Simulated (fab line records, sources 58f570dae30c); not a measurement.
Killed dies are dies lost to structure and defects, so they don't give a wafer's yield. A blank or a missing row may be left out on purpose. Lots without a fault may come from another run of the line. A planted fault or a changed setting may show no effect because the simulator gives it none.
Chamber matching | flow berkeley_cmos170 | UCB170_V2_CMP_02 on cmp-01: 3 sister chambers
The step polishes SiO2. 3 wafers are shown with their chamber, then 4 later ones without.

WAFERS WITH THEIR CHAMBER
wafer  | chamber | motor_current_A (A)
L205.6 | 3       | 16.6
L206.1 | 2       | 16.8
L206.5 | 1       | 15.2

WAFERS WITHOUT THEIR CHAMBER
wafer  | motor_current_A (A)
L207.1 | 17.1
L207.3 | 15.6
L210.1 | 16.7
L210.3 | 16.2

WHICH CHAMBER EACH WENT THROUGH
wafer  | from the rows above          | in truth
L207.1 | can't be placed: 2 or 3      | 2
L207.3 | can't be placed: 1 or 3      | 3
L210.1 | can't be placed: 3 or 2      | 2
L210.3 | can't be placed: 3 or 2 or 1 | 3
Placed correctly: 0 of 4. Can't be placed from these rows: 4 (the true chamber is among the candidates in 4). Placed wrongly: 0.
How it was worked out, from the rows above alone: a wafer's distance from a chamber is the root of the sum, over the readings, of the square of ((its reading less the chamber's mean) divided by the reading's scatter). The wafer belongs to the nearest chamber; if the next one is less than 2 further off, it can't be placed. A chamber's mean is the mean of its shown wafers. The scatter: with one shown wafer a chamber, the root of the mean of the squares of how far each hidden wafer lies from its nearest shown one.
